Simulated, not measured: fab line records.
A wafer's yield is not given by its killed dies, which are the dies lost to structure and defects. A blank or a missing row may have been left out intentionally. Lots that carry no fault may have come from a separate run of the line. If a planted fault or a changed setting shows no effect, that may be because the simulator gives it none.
A lot that was struck, set against a sound lot / flow rit cmos / 14 out of 202 route steps
Sound: wafers L478.1, L478.4, L478.6. Struck: wafers L474.1, L474.3, L474.5. Last of all comes the cause.
Each step with rows lists, per side, the tool, then ch with its chambers, then its first start. Under that, the readings that differ: sound wafers / struck wafers / difference of the means / sigmas: that difference in standard deviations of wafers without a fault.
alike: readings whose means differ by less than 2 such deviations, and words and numbers that are the same on both sides. not compared: withheld readings, readings that some wafer has no value for, bounds like >300 that may hide the same value, and numbers for which the record gives no deviation and whose values overlap.
The two part at a step that has a row with sigmas, a row that says differs or no value, or rows on one side only. Numbers that have no deviation but don't overlap get no sigmas and don't part them. A reading that every wafer of one side lacks parts them only if that side has two wafers or more.

RIT_GATE_STRIP_20: strips in O2, time 180 s.
  sound on plasma asher-03 ch 0,1, day 5 06:03; struck on plasma asher-03 ch 0,1, day 4 11:16
  alike: drypump motor current A
  not compared: rf hours counter h
RIT_GATE_CD_MEAS_90 targets a cd of 150 nm.
  sound: cd sem-02 at day 5 06:13; struck: cd sem-01 at day 4 11:26
  alike: cd nm
then, 4 steps without rows for these wafers: RIT_REOX_CLEAN_00 (cleans in SC1, time 600 s); RIT_REOX_CLEAN_01 (cleans in dHF, time 30 s); RIT_REOX_CLEAN_02 (cleans in SC2, time 600 s); RIT_REOX_OXIDATION_03 (target thk 25.2 nm, ox time 5580 s).
RIT_REOX_THK_MEAS_04:
  sound: film metro-04 at day 5 10:15; struck: film metro-01 at day 4 14:29
  alike: REOX_OXIDE_THK
then, 5 steps without rows for these wafers: RIT_NLDD_HMDS_00 (prime time 60 s); RIT_NLDD_COAT_01 (resist thk 1000 nm); RIT_NLDD_SOFTBAKE_02 (time 60 s); RIT_NLDD_EXPOSE_03 (exposes mask M7, target cd 40700 nm); RIT_NLDD_PEB_04.
RIT_NLDD_DEVELOP_05: develop time 50 s.
  sound on litho track-01 ch 0, day 5 11:00; struck on litho track-01, day 4 15:00
  no value came back on the struck wafers for chill plate temp C (C), develop time s (s); on the sound wafers chill plate temp C (C) reads 22.92 22.92 22.92
RIT_NLDD_OVL_MEAS_06:
  sound: overlay-01 at day 5 11:17; struck: overlay-02 at day 4 15:25
reading=NLDD_OVL (nm); sound=-2.3 -0.6 1.0; struck=- - -; difference=no value on the struck wafers; sigmas=

## WHERE THEY PART
Earliest at RIT_NLDD_DEVELOP_05; latest, in this record, at RIT_NLDD_OVL_MEAS_06.

WHY: what the simulator had put in
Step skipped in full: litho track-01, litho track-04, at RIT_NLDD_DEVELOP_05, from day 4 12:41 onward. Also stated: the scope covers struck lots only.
